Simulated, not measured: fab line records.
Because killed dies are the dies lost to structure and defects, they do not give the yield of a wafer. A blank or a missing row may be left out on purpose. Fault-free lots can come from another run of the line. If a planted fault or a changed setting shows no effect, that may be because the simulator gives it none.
The tool behind it: which one?	flow ritCmos	14 lots with 42 wafers sampled at 6 steps, on a route of 202 steps

== WHAT THE GAUGES SHOWED, per wafer ==
RIT_GATE_OVL_MEAS_17.
lot	measured	on	GATE_OVL (nm)
L803	day 3 00:08	overlay-01	-0.8 -0.2 0.3
L804	day 3 03:14	overlay-01	1.1 0.8 -0.7
L805	day 3 11:59	overlay-02	1.2 0.4 0.5
L806	day 3 15:16	overlay-01	-1.6 -0.6 -1.2
L807	day 3 21:22	overlay-01	-2.7 -1.8 -2.7
L808	day 4 00:46	overlay-01	0.5 0.8 0.6
L809	day 4 04:28	overlay-02	0.1 -2.1 -1.5
L811	day 4 13:47	overlay-02	-0.1 -0.7 -0.5
L812	day 4 20:56	overlay-01	0.8 -0.6 1.3
L814	day 5 03:26	overlay-02	0.6 1.2 -0.5
L816	day 5 18:01	overlay-01	0.7 1.8 0.4
L821	day 6 17:20	overlay-02	-1.4 0.0 -0.9
L822	day 6 19:32	overlay-01	0.6 -0.7 -0.5
L825	day 7 10:03	overlay-02	-0.7 1.0 0.7

RIT_NLDD_TW_MEAS_10.
lot	measured	on	NLDD_TW
L803	day 3 05:04	filmMetro-03	2462 2475 2471
L804	day 3 10:24	filmMetro-02	2494 2508 2485
L805	day 3 17:01	filmMetro-03	2477 2474 2472
L806	day 3 20:56	filmMetro-03	2479 2467 2484
L807	day 4 02:32	filmMetro-03	2480 2472 2489
L808	day 4 05:44	filmMetro-03	2472 2488 2476
L809	day 4 10:49	filmMetro-04	2473 2476 2479
L811	day 4 19:10	filmMetro-04	2476 2466 2464
L812	day 5 01:52	filmMetro-03	2508 2513 2512
L814	day 5 10:12	filmMetro-03	2484 2463 2470
L816	day 5 22:57	filmMetro-02	2534 2503 2512
L821	day 6 22:20	filmMetro-02	2484 2476 2484
L822	day 7 00:56	filmMetro-03	2497 2479 2498
L825	day 7 15:32	filmMetro-02	2469 2474 2455

RIT_SDANNEAL_RS_MEAS_07: uses a four-point probe to measure.
lot	measured	on	NLDD_RS (ohm/sq)
L803	day 3 13:02	filmMetro-04	151.5 151.6 151.8
L804	day 3 18:19	filmMetro-02	150.6 151.2 151.5
L805	day 4 00:55	filmMetro-04	151.1 151.2 151.2
L806	day 4 05:05	filmMetro-03	151.4 151.4 150.9
L807	day 4 10:16	filmMetro-04	151.1 150.9 151.1
L808	day 4 13:42	filmMetro-02	151.4 151.5 151.6
L809	day 4 18:50	filmMetro-02	151.1 151.3 150.5
L811	day 5 04:49	filmMetro-02	151.6 151.8 152.0
L812	day 5 10:44	filmMetro-02	144.9 145.1 145.0
L814	day 5 18:11	filmMetro-04	151.8 152.1 151.8
L816	day 6 06:47	filmMetro-04	145.9 146.4 146.0
L821	day 7 06:21	filmMetro-03	152.6 151.8 151.6
L822	day 7 08:49	filmMetro-02	150.6 151.3 150.4
L825	day 7 23:18	filmMetro-02	151.3 151.3 151.4

== TOOL THAT RAN EACH LOT (tool first, then ch and the chambers of the sampled wafers, then the start) ==
lot	RIT_NWELL_STRIP_09	RIT_GATE_STRIP_20	RIT_NLDD_IMPLANT_08
L803	plasmaAsher-04 ch 0,1, day 2 04:52	plasmaAsher-04 ch 0, day 3 00:26	implanter-04 ch 0, day 3 04:46
L804	plasmaAsher-02 ch 1, day 2 08:46	plasmaAsher-04 ch 0,1, day 3 03:31	implanter-01 ch 0, day 3 10:05
L805	plasmaAsher-04 ch 0,1, day 2 14:06	plasmaAsher-02 ch 0,1, day 3 12:17	implanter-04 ch 0, day 3 16:41
L806	plasmaAsher-01 ch 0,1, day 2 23:18	plasmaAsher-02 ch 0,1, day 3 15:32	implanter-04 ch 0, day 3 20:38
L807	plasmaAsher-04 ch 0,1, day 3 02:40	plasmaAsher-02 ch 0,1, day 3 21:40	implanter-01 ch 0, day 4 02:12
L808	plasmaAsher-02 ch 0,1, day 3 07:24	plasmaAsher-02 ch 0,1, day 4 01:03	implanter-03 ch 0, day 4 05:26
L809	plasmaAsher-02 ch 0,1, day 3 11:02	plasmaAsher-01 ch 0,1, day 4 04:46	implanter-01 ch 0, day 4 10:31
L811	plasmaAsher-02 ch 0,1, day 3 20:40	plasmaAsher-04 ch 0,1, day 4 14:04	implanter-01 ch 0, day 4 18:51
L812	plasmaAsher-01 ch 0,1, day 4 00:35	plasmaAsher-02 ch 0,1, day 4 21:16	implanter-01 ch 0, day 5 01:35
L814	plasmaAsher-04 ch 0,1, day 4 10:53	plasmaAsher-01 ch 0, day 5 03:44	implanter-03 ch 0, day 5 09:52
L816	plasmaAsher-01 ch 0,1, day 4 23:30	plasmaAsher-02 ch 0,1, day 5 18:19	implanter-01 ch 0, day 5 22:38
L821	plasmaAsher-04 ch 0,1, day 5 22:22	plasmaAsher-01 ch 0,1, day 6 17:37	implanter-04 ch 0, day 6 22:00
L822	plasmaAsher-01 ch 0,1, day 6 02:23	plasmaAsher-02 ch 0,1, day 6 19:49	implanter-04 ch 0, day 7 00:37
L825	plasmaAsher-04 ch 0,1, day 6 18:46	plasmaAsher-02 ch 0,1, day 7 10:20	implanter-03 ch 0, day 7 15:13
- RIT_NWELL_STRIP_09: strips in O2, time 180 s.
- RIT_GATE_STRIP_20: strips in O2, time 180 s.
- RIT_NLDD_IMPLANT_08

== AS READ BY THE TOOLS THEMSELVES (means over the sampled wafers that have a number; for cases with no such wafer, the mark the record gives instead) ==
RIT_NWELL_STRIP_09.
lot	tool	drypumpMotorCurrentA (A)
L803	plasmaAsher-04	5.9
L804	plasmaAsher-02	6.0
L805	plasmaAsher-04	5.8
L806	plasmaAsher-01	5.1
L807	plasmaAsher-04	5.9
L808	plasmaAsher-02	5.9
L809	plasmaAsher-02	5.9
L811	plasmaAsher-02	5.9
L812	plasmaAsher-01	5.5
L814	plasmaAsher-04	5.9
L816	plasmaAsher-01	5.5
L821	plasmaAsher-04	5.8
L822	plasmaAsher-01	5.1
L825	plasmaAsher-04	5.9

RIT_GATE_STRIP_20.
lot	tool	drypumpMotorCurrentA (A)
L803	plasmaAsher-04	5.9
L804	plasmaAsher-04	5.8
L805	plasmaAsher-02	5.9
L806	plasmaAsher-02	5.9
L807	plasmaAsher-02	5.8
L808	plasmaAsher-02	5.9
L809	plasmaAsher-01	5.5
L811	plasmaAsher-04	5.8
L812	plasmaAsher-02	5.9
L814	plasmaAsher-01	4.8
L816	plasmaAsher-02	5.8
L821	plasmaAsher-01	5.5
L822	plasmaAsher-02	5.9
L825	plasmaAsher-02	5.8

RIT_NLDD_IMPLANT_08.
lot	tool	beamEnergyKeV	doseIonsCm2
L803	implanter-04	19.998	5.002e+14
L804	implanter-01	19.985	5.007e+14
L805	implanter-04	19.998	4.997e+14
L806	implanter-04	19.999	5.004e+14
L807	implanter-01	20.001	5.001e+14
L808	implanter-03	19.994	5.001e+14
L809	implanter-01	20.007	4.997e+14
L811	implanter-01	20.006	5.003e+14
L812	implanter-01	20.004	5.235e+14
L814	implanter-03	19.994	5.005e+14
L816	implanter-01	20.006	5.249e+14
L821	implanter-04	20.005	4.999e+14
L822	implanter-04	20.001	4.993e+14
L825	implanter-03	19.999	5.001e+14

== THE ANSWER, worked out from the rows above alone ==
Rule: usual is defined by the lots themselves. Put in order of their means at a reading, lots are off if they are a third of the lots or fewer, leave a main group of 4 or more, and stand apart from it by a gap of 3 or more times the standard deviation of the main group's means; of several such gaps the widest counts. If all means in a main group match to the digits the tables above print for the reading, that group is not used. Also off: a lot with no number at a reading for which 4 or more lots have one. Any other lot the step has rows for is counted as sound. The gauges are gone through in route order, then the tools' own readings, and for those a lot's mean is taken as printed above. The first step at which some lot is off is used, and at that step the reading that is off furthest; a lot without a number counts as furthest.
Off: L812, L816, at RIT_SDANNEAL_RS_MEAS_07 (NLDD_RS). Main group: mean 151.4 ohm/sq, sd 0.38.
A tool fits if, at a process step before that reading, it ran every lot that is off, and no sound lot after the first of them. The gauges at RIT_SDANNEAL_RS_MEAS_07 aren't tried: what is off there is off at RIT_NWELL_STRIP_09 too, on other tools, and a gauge's error can't cause that. One candidate fits, namely implanter-01 at RIT_NLDD_IMPLANT_08. A fault onset in the window from L811 (day 4 18:51, its last sound lot) to L812 (day 5 01:35, its first lot off) fits.
The tool's own readings at RIT_NLDD_IMPLANT_08 bear it out: on the lots that are off they differ by more than 5 times the standard deviation of the sound lots' means. doseIonsCm2 reads 5.242e+14 there against 5.001e+14 on the sound lots.

== WHAT THE SIMULATOR PUT IN ==
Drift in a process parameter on implanter-01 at RIT_NLDD_IMPLANT_08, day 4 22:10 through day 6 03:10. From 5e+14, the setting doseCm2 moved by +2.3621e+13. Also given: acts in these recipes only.
Struck lots among those shown: L812, L816. The rule given above showed the same thing.
